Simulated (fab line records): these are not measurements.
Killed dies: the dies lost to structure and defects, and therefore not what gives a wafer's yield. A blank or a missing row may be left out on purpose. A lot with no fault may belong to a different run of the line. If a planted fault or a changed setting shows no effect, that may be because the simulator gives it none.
The same fault as seen by 2 desks -- flow ritCmos -- what lay behind the numbers comes last; until then each desk has only its own

== THE TOOL OWNER'S DESK: implanter-03 ==
For each lot that ran on this tool, the mean over its sampled wafers that have a number, from the tool's own readings at RIT_PLDD_IMPLANT_08. The brackets show how far a lot's mean lies from the usual mean; more than 4 standard deviations puts the lot out of limits, marked OUT.
Columns: A = doseIonsCm2 at RIT_PLDD_IMPLANT_08, usual 8.999e+14; B = endStationPressureTorr at RIT_PLDD_IMPLANT_08, usual 7.3e-06 Torr; C = faradayCurrentUA at RIT_PLDD_IMPLANT_08, usual 2825
lot,first seen here,A,B,C
L319,day 3 14:48,8.990e+14,7.3e-06,2810
L321,day 4 00:44,9.003e+14,7.4e-06,2844
L322,day 4 07:41,9.015e+14,7.2e-06,2821
L324,day 4 16:03,8.989e+14,7.4e-06,2790
L325,day 4 21:55,1.440e+15 (+99 or more) OUT,9.0e-06 (+4.4) OUT,4484 (+32) OUT
L326,day 5 02:28,1.440e+15 (+99 or more) OUT,8.8e-06,4576 (+34) OUT
L327,day 5 05:25,1.441e+15 (+99 or more) OUT,9.0e-06 (+4.6) OUT,4567 (+33) OUT
This desk finds L325, L326, L327 out of limits, L325 being first, at day 4 21:55 (doseIonsCm2 at RIT_PLDD_IMPLANT_08). L319, L321, L322, L324 stayed within limits.

== FROM THE METROLOGY DESK ==
What the gauges read for every lot (on any tool): the sampled wafers with a number, averaged. The brackets show how far a lot's mean lies from the usual mean; more than 4 standard deviations puts the lot out of limits, marked OUT.
Columns: A = PLDD_TW at RIT_PLDD_TW_MEAS_10, usual 2353; B = PLDD_RS at RIT_SDANNEAL_RS_MEAS_06, usual 178.6 ohm/sq
lot,first seen here,A,B
L316,day 2 22:10,2346,178.5
L317,day 3 04:46,2317,178.4
L318,day 3 08:17,2331,178.7
L319,day 3 15:08,2379,178.0
L320,day 3 21:22,2329,178.0
L321,day 4 01:04,2363,178.6
L322,day 4 08:00,2345,179.0
L324,day 4 16:23,2379,178.8
L325,day 4 22:13,2607 (+12) OUT,157.4 (-42) OUT
L326,day 5 02:48,2640 (+14) OUT,157.6 (-41) OUT
L327,day 5 05:44,2608 (+12) OUT,157.5 (-41) OUT
L329,day 5 14:04,2355,178.0
L333,day 6 10:10,2354,179.0
L335,day 6 22:40,2353,179.3
L337,day 7 07:13,2373,178.6
This desk's result: L325, L326, L327 out of limits, first on L325 (PLDD_TW at RIT_PLDD_TW_MEAS_10), day 4 22:13. L316, L317, L318, L319, L320, L321, L322, L324, L329, L333, L335, L337 stayed within limits.

== ALL TOGETHER ==
On L325, L326, L327, at day 4 21:55, an alarm was possible from the tool owner's desk.
The metrology desk could have raised an alarm at day 4 22:13, on L325, L326, L327.
All the named lots went through RIT_PLDD_IMPLANT_08 on implanter-03.

== WHAT THE SIMULATOR PUT IN ==
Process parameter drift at RIT_PLDD_IMPLANT_08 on implanter-03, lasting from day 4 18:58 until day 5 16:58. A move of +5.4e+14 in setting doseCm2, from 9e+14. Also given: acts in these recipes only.
Shown lots that were struck: L325, L326, L327.
Counting hours from when the fault started, the first reading out of limits came at 3 for the tool owner's desk and at 3 for the metrology desk.
